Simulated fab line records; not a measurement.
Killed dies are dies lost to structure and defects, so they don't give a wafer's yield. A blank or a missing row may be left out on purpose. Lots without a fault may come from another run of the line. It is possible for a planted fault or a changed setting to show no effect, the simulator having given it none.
Split-lot trial    flow berkeley_cmos170    on a route of 331 steps: 5 lots, 23 wafers read

THE SPLIT ITSELF
At UCB170_SILICIDE_SPUTTER_01 (material Ti, target thk 30 nm, time 25 s), the setting power_w was moved away from the recipe's 1500 W on 10 of the 23 wafers read, by -11.1% to -3.9%. All remaining wafers had this setting at the recipe value.

FROM THE SPLIT ON TO THE READING: in between, the file shows 1 step
- UCB170_SILICIDE_RS_MEAS_02: measures by four-point-probe

THE READING
SILICIDE_TI_THK, in nm, at UCB170_SILICIDE_THK_MEAS_03 (measures by xrf). Typical for fault-free wafers on this fab line: 30.1 nm, with standard deviation 0.43 nm.

wafer   tool, chamber at the split  power_w as run, W  against the recipe  SILICIDE_TI_THK, nm  against lot-mates on the recipe
L074.1  pvd_sputter-01, -           1333               -11.1%              26.4                 -3.5
L074.2  pvd_sputter-01, -           1333               -11.1%              26.9                 -3.0
L074.4  pvd_sputter-01, -           1500               recipe              29.7                 -
L074.5  pvd_sputter-01, -           1333               -11.1%              27.0                 -2.9
L074.6  pvd_sputter-01, -           1500               recipe              30.1                 -
L075.1  pvd_sputter-02, -           1500               recipe              29.7                 -
L075.2  pvd_sputter-02, -           1441               -3.9%               28.5                 -1.4
L075.3  pvd_sputter-02, -           1500               recipe              30.0                 -
L075.5  pvd_sputter-02, -           1500               recipe              29.9                 -
L075.6  pvd_sputter-02, -           1441               -3.9%               28.8                 -1.1
L076.1  pvd_sputter-02, -           1500               recipe              29.4                 -
L076.2  pvd_sputter-02, -           1500               recipe              29.8                 -
L076.3  pvd_sputter-02, -           1352               -9.9%               26.7                 -3.0
L076.4  pvd_sputter-02, -           1500               recipe              29.8                 -
L076.5  pvd_sputter-02, -           1352               -9.9%               26.9                 -2.8
L078.1  pvd_sputter-02, -           1345               -10.3%              27.5                 -2.9
L078.2  pvd_sputter-02, -           1345               -10.3%              27.3                 -3.1
L078.4  pvd_sputter-02, -           1500               recipe              29.9                 -
L078.5  pvd_sputter-02, -           1345               -10.3%              27.5                 -2.9
L078.6  pvd_sputter-02, -           1500               recipe              30.8                 -
L080.4  pvd_sputter-02, -           1500               recipe              29.3                 -
L080.5  pvd_sputter-02, -           1500               recipe              29.7                 -
L080.6  pvd_sputter-02, -           1500               recipe              29.6                 -

THE FIT
A straight line over all 23 wafers: SILICIDE_TI_THK changes by +0.266 nm for each +1% of power_w; r = +0.97; the points scatter about the line by 0.36 nm.
The same after taking each lot's own level away (the mean of its wafers on the recipe; 23 wafers): +0.284 nm for each +1%; r = +0.99; scatter 0.22 nm.
That fit puts the effect of the largest move of power_w on the reading at 3.2 nm.
Across the lots, their own levels run from 29.53 to 30.35 nm, a range of 1.9 times the standard deviation given above.
So the lot-to-lot level changes the slope little: the two slopes agree.
Check: for one of the wafers moved furthest among these (-11.1%), held out of the fit, the line's prediction against its lot-mates is -3.11 nm. It came out at -3.5 nm against them.

THE WHOLE CHAIN: every reading that the file lists as answering this split, in the file's order
step                         what it does                              reading                                                                            change (the file's fit)                r (the file's)
UCB170_SILICIDE_SPUTTER_01   material Ti, target thk 30 nm, time 25 s  Ti_of_SILICIDE_SPUTTER_01.thk_nm (the simulator's own value, which no gauge read)  +0.289 nm for each +1% of the setting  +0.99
UCB170_SILICIDE_RS_MEAS_02   measures by four-point-probe              SILICIDE_TI_RS                                                                     -0.336 for each +1% of the setting     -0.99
UCB170_SILICIDE_THK_MEAS_03  measures by xrf                           SILICIDE_TI_THK                                                                    +0.284 for each +1% of the setting     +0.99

THE FILE'S OWN FIT
SILICIDE_TI_THK changes by +0.284 nm for each +1% of power_w, r = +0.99.
